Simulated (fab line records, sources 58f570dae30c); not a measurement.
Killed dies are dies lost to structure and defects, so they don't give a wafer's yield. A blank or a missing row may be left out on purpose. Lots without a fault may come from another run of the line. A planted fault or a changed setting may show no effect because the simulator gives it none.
A struck lot beside a sound one | flow berkeley_cmos170 | 14 steps out of a route of 331
Sound: wafers L305.1, L305.3, L305.5. Struck: wafers L312.1, L312.4, L312.5. The cause comes at the end.
At each step with rows: each side's tool, then ch and its chambers, then its first start. Under that, the readings that differ: sound wafers | struck wafers | difference of the means | sigmas: that difference in standard deviations of wafers without a fault.
alike: readings whose means differ by less than 2 such deviations, and words and numbers that are the same on both sides. not compared: withheld readings, readings that some wafer has no value for, bounds like >300 that may hide the same value, and numbers for which the record gives no deviation and whose values overlap.
The two part at a step that has a row with sigmas, a row that says differs or no value, or rows on one side only. Numbers that don't overlap but have no deviation are shown without sigmas and don't part them. A reading that every wafer of one side lacks parts them only if that side has two wafers or more.

first, 4 steps without rows for these wafers: UCB170_WELLDRIVE_WET_ETCH_04 (etches SiO2 in BOE, time 120 s); UCB170_ACTIVE_CLEAN_00 (cleans in SPM, time 600 s); UCB170_ACTIVE_CLEAN_01 (cleans in dHF, time 60 s); UCB170_ACTIVE_OXIDATION_02 (target thk 26.4 nm, ox time 1260 s).
UCB170_ACTIVE_THK_MEAS_03:
  sound on film_metro-02, day 4 01:35; struck on film_metro-01, day 5 17:22
  alike: ACTIVE_OXIDE_THK
then, 2 steps without rows for these wafers: UCB170_ACTIVE_ANNEAL_04 (time 900 s); UCB170_ACTIVE_CVD_05 (deposits Si3N4 from SiH2Cl2/NH3, target thk 220 nm, time 3300 s).
UCB170_ACTIVE_THK_MEAS_06:
  sound on film_metro-02, day 4 06:31; struck on film_metro-01, day 5 23:09
  alike: ACTIVE_NITRIDE_THK
then, 4 steps without rows for these wafers: UCB170_ACTIVE_HMDS_07 (prime time 60 s); UCB170_ACTIVE_COAT_08 (resist thk 900 nm); UCB170_ACTIVE_SOFTBAKE_09 (time 60 s); UCB170_ACTIVE_EXPOSE_10 (exposes mask ACTIVE, target cd 1200 nm).
UCB170_ACTIVE_PEB_11:
  sound on litho_track-04 ch 0, day 4 07:54; struck on litho_track-04, day 6 00:16
  no value came back on the struck wafers for chill_plate_temp_C (C), exhaust_pa (Pa); on the sound wafers chill_plate_temp_C (C) reads 23.30 23.22 23.24
then, 1 step without rows for these wafers: UCB170_ACTIVE_DEVELOP_12 (develop time 45 s).

WHERE THEY PART
Only at UCB170_ACTIVE_PEB_11, within this record.

WHY: what the simulator had put in
Skipped step whole: litho_track-04, from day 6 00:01 on, at UCB170_ACTIVE_PEB_11. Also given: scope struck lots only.
